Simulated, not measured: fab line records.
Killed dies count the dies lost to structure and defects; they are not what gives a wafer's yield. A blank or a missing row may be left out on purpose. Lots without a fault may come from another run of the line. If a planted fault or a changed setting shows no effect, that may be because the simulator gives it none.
Check for tools in common / flow berkeleyCmos170 / Sampled: 10 lots, 30 wafers

## WHAT PROMPTED THE OPENING
At UCB170_CONTACT_THK_MEAS_02 the reading CONTACT_PSG_THK is flagged on 1 of 10 lots. Wafers without a fault read 703 nm, standard deviation 6.2.
Rule: a lot gets a flag if all its wafers with a number sit over 4 standard deviations from that mean, or if no wafer of it has a number. All remaining lots are regarded as sound.

lot=L737; measured=day 6 20:17; on=filmMetro-04; CONTACT_PSG_THK (nm), wafer by wafer=693 700 691; flag=
lot=L736; measured=day 6 20:28; on=filmMetro-03; CONTACT_PSG_THK (nm), wafer by wafer=700 707 704; flag=
lot=L735; measured=day 6 22:02; on=filmMetro-02; CONTACT_PSG_THK (nm), wafer by wafer=701 701 701; flag=
lot=L739; measured=day 7 04:54; on=filmMetro-04; CONTACT_PSG_THK (nm), wafer by wafer=700 694 695; flag=
lot=L738; measured=day 7 05:34; on=filmMetro-02; CONTACT_PSG_THK (nm), wafer by wafer=691 685 691; flag=
lot=L740; measured=day 7 18:23; on=filmMetro-02; CONTACT_PSG_THK (nm), wafer by wafer=698 697 699; flag=
lot=L741; measured=day 8 01:16; on=filmMetro-02; CONTACT_PSG_THK (nm), wafer by wafer=690 695 695; flag=
lot=L742; measured=day 8 12:54; on=filmMetro-02; CONTACT_PSG_THK (nm), wafer by wafer=706 707 709; flag=
lot=L746; measured=day 8 22:53; on=filmMetro-04; CONTACT_PSG_THK (nm), wafer by wafer=841 846 842; flag=FLAGGED
lot=L756; measured=day 11 09:48; on=filmMetro-03; CONTACT_PSG_THK (nm), wafer by wafer=698 702 703; flag=
The mean of the flagged lots' numbers is 843 nm, +140 nm from the usual (+23 standard deviations).

## LOT BY LOT: THE TOOL USED
Before the reading, the record contains 2 process steps out of a 331-step route. Each cell gives the tool, then ch followed by the chambers the sampled wafers passed through, then the start.
lot=L737; flag=; UCB170_SDANNEAL_RTA_01=rtpAnneal-02 ch 0, day 6 17:20; UCB170_CONTACT_CVD_01=lpcvd-02 ch 1, day 6 18:29
lot=L736; flag=; UCB170_SDANNEAL_RTA_01=rtpAnneal-01 ch 0, day 6 17:34; UCB170_CONTACT_CVD_01=lpcvd-01 ch 1, day 6 18:40
lot=L735; flag=; UCB170_SDANNEAL_RTA_01=rtpAnneal-02 ch 0, day 6 17:52; UCB170_CONTACT_CVD_01=lpcvd-02 ch 1, day 6 20:16
lot=L739; flag=; UCB170_SDANNEAL_RTA_01=rtpAnneal-02 ch 0, day 7 01:59; UCB170_CONTACT_CVD_01=lpcvd-01 ch 0, day 7 03:05
lot=L738; flag=; UCB170_SDANNEAL_RTA_01=rtpAnneal-01 ch 0, day 7 01:49; UCB170_CONTACT_CVD_01=lpcvd-02 ch 0, day 7 02:53
lot=L740; flag=; UCB170_SDANNEAL_RTA_01=rtpAnneal-01 ch 0, day 7 15:26; UCB170_CONTACT_CVD_01=lpcvd-02 ch 1, day 7 16:35
lot=L741; flag=; UCB170_SDANNEAL_RTA_01=rtpAnneal-02 ch 0, day 7 21:07; UCB170_CONTACT_CVD_01=lpcvd-02 ch 1, day 7 23:29
lot=L742; flag=; UCB170_SDANNEAL_RTA_01=rtpAnneal-01 ch 0, day 8 09:55; UCB170_CONTACT_CVD_01=lpcvd-01 ch 0, day 8 11:07
lot=L746; flag=FLAGGED; UCB170_SDANNEAL_RTA_01=rtpAnneal-02 ch 0, day 8 19:03; UCB170_CONTACT_CVD_01=lpcvd-02 ch 1, day 8 20:13
lot=L756; flag=; UCB170_SDANNEAL_RTA_01=rtpAnneal-02 ch 0, day 11 06:27; UCB170_CONTACT_CVD_01=lpcvd-01 ch 1, day 11 08:00
These steps, and what they do:
- UCB170_SDANNEAL_RTA_01: time 5 s.
- UCB170_CONTACT_CVD_01: deposits PSG from SiH4/O2/PH3, target thk 700 nm, time 2820 s.
- UCB170_CONTACT_THK_MEAS_02

## FLAGGED OVER TOTAL, TOOL BY TOOL (the gauges that took the reading come last)
step=UCB170_SDANNEAL_RTA_01; tool=rtpAnneal-01; lots run=4; flagged=0; share of the flagged lots=none; sound lots run after its first flagged lot=-
step=UCB170_SDANNEAL_RTA_01; tool=rtpAnneal-02; lots run=6; flagged=1; share of the flagged lots=all; sound lots run after its first flagged lot=1 (L756)
step=UCB170_CONTACT_CVD_01; tool=lpcvd-01; lots run=4; flagged=0; share of the flagged lots=none; sound lots run after its first flagged lot=-
step=UCB170_CONTACT_CVD_01; tool=lpcvd-02; lots run=6; flagged=1; share of the flagged lots=all; sound lots run after its first flagged lot=0
step=UCB170_CONTACT_THK_MEAS_02; tool=filmMetro-02; lots run=5; flagged=0; share of the flagged lots=none; sound lots run after its first flagged lot=-
step=UCB170_CONTACT_THK_MEAS_02; tool=filmMetro-03; lots run=2; flagged=0; share of the flagged lots=none; sound lots run after its first flagged lot=-
step=UCB170_CONTACT_THK_MEAS_02; tool=filmMetro-04; lots run=3; flagged=1; share of the flagged lots=all; sound lots run after its first flagged lot=0

## WHAT IS ALLOWED BY THE TABLE
rtpAnneal-02 at UCB170_SDANNEAL_RTA_01, lpcvd-02 at UCB170_CONTACT_CVD_01 and filmMetro-04 at UCB170_CONTACT_THK_MEAS_02: these 3 rows of the table ran every flagged lot.
- rtpAnneal-02 at UCB170_SDANNEAL_RTA_01: 1 of its 6 lots flagged. Lots that were sound ran on it after the first flagged one (L756); a persistent fault on the entire tool would not allow that.
- lpcvd-02 at UCB170_CONTACT_CVD_01: 1 of its 6 lots flagged. It ran its last sound lot, L741, at day 7 23:29 and its first flagged lot, L746, at day 8 20:13: a fault with its onset between the two fits. Its own readings (spikeTcCentreC, spikeTcLoadC, spikeTcSourceC, susceptorTempC) fall more than 4 standard deviations out on all wafers of the flagged lots.
- filmMetro-04 at UCB170_CONTACT_THK_MEAS_02: 1 of its 3 lots flagged. It ran its last sound lot, L739, at day 7 04:54 and its first flagged lot, L746, at day 8 22:53: a fault with its onset between the two fits.
Counting lots can't tell these 2 tools apart, because each fits a fault that began at some hour. More lots, or a look at what each step does to the wafer, might.

## WHAT WAS PUT IN BY THE SIMULATOR
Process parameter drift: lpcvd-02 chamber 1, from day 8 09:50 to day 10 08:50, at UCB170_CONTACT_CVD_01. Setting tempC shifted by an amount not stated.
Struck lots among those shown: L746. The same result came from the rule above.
